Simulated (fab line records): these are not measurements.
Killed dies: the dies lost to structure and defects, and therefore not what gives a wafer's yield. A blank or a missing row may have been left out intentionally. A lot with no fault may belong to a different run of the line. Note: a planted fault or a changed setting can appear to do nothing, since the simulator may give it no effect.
Struck lot and sound lot, side by side | flow berkeley-cmos170 | 14 steps out of a route of 331
Sound: wafers L110.1, L110.2, L110.6. Wafers L100.1, L100.5, L100.6 were the ones struck. At the end, the cause is stated.
Per side, at each step with rows, come the tool, then ch with its chambers, and then its first start. Under that, the readings that differ: sound wafers | struck wafers | difference of the means | sigmas: that difference in standard deviations of wafers without a fault.
alike: readings with means less than 2 such deviations apart, plus words and numbers identical on both sides. not compared: withheld readings, readings lacking a value on some wafer, bounds such as >300 that could conceal the same value, and numbers that have no deviation in the record and whose values overlap.
A row with sigmas, a row that says differs or no value, or rows on one side alone: a step with any of these is where the two part. Numbers that don't overlap but have no deviation are shown without sigmas and don't part them. A reading that every wafer of one side lacks parts them only if that side has two wafers or more.

UCB170_GATE_CD_MEAS_12: target cd 350 nm.
  sound on cd-sem-01, day 12 01:24; struck on cd-sem-02, day 9 19:33
  alike: cd-nm
UCB170_GATE_OVL_MEAS_13:
  sound on overlay-02, day 12 01:31; struck on overlay-02, day 9 19:40
  alike: GATE_OVL
UCB170_GATE_ETCH_14: etches BARC in N2/H2.
  sound on rie-diel-04 ch 1,2, day 12 01:34; struck on rie-diel-01 ch 0,1,3, day 9 19:42
  reading                     | sound       | struck      | difference | sigmas
  drypump-motor-current-A (A) | 5.0 5.7 5.0 | 5.8 6.8 6.0 | +1.0       | +2
  alike: oes-product-au, throttle-valve-pct
UCB170_GATE_ETCH_15: etches poly-Si in HBr/Cl2, stops on SiO2, time 56.3 s, target depth 278.2 nm.
  sound on rie-si-02 ch 0,1,3, day 12 01:36; struck on rie-si-01 ch 0,1, day 9 19:44
  alike: drypump-motor-current-A, oes-product-au, throttle-valve-pct
  not compared: rf-hours-counter-h
UCB170_GATE_STRIP_16: strips in O2.
  sound on plasma-asher-02 ch 0,1, day 12 01:39; struck on plasma-asher-01 ch 0,1, day 9 19:47
  alike: drypump-motor-current-A, oes-product-au
  not compared: rf-hours-counter-h
UCB170_GATE_CD_MEAS_90: target cd 350 nm.
  sound on cd-sem-01, day 12 01:45; struck on cd-sem-01, day 9 19:53
  alike: cd-nm
then, 6 steps without rows for these wafers: UCB170_GATE_CLEAN_17 (cleans in SPM, time 600 s); UCB170_PLDD_HMDS_00 (prime time 60 s); UCB170_PLDD_COAT_01 (resist thk 900 nm); UCB170_PLDD_SOFTBAKE_02 (time 60 s); UCB170_PLDD_EXPOSE_03 (exposes mask PSELECT, target cd 1200 nm); UCB170_PLDD_PEB_04.
UCB170_PLDD_DEVELOP_05: develop time 45 s.
  sound on litho-track-01 ch 0, day 12 04:00; struck on litho-track-03, day 9 21:00
  no value came back on the struck wafers for chill-plate-temp-C (C), develop-time-s (s); on the sound wafers chill-plate-temp-C (C) reads 23.01 23.01 23.07
  reading                               | sound             | struck            | difference | sigmas
  model.KrF_of_PLDD_COAT_01.thk-nm (nm) | 882.8 881.3 880.8 | 900.3 903.5 901.1 | +20.0      |
UCB170_PLDD_CD_MEAS_06: target cd 1200 nm.
  sound on cd-sem-02, day 12 04:14; struck on cd-sem-02, day 9 21:38
  reading    | sound                | struck | difference                    | sigmas
  cd-nm (nm) | 1200.2 1200.8 1199.2 | - - -  | no value on the struck wafers |

## WHERE THEY PART
Last at UCB170_PLDD_CD_MEAS_06 as far as this record goes, first at UCB170_GATE_ETCH_14.

WHY: what the simulator had put in
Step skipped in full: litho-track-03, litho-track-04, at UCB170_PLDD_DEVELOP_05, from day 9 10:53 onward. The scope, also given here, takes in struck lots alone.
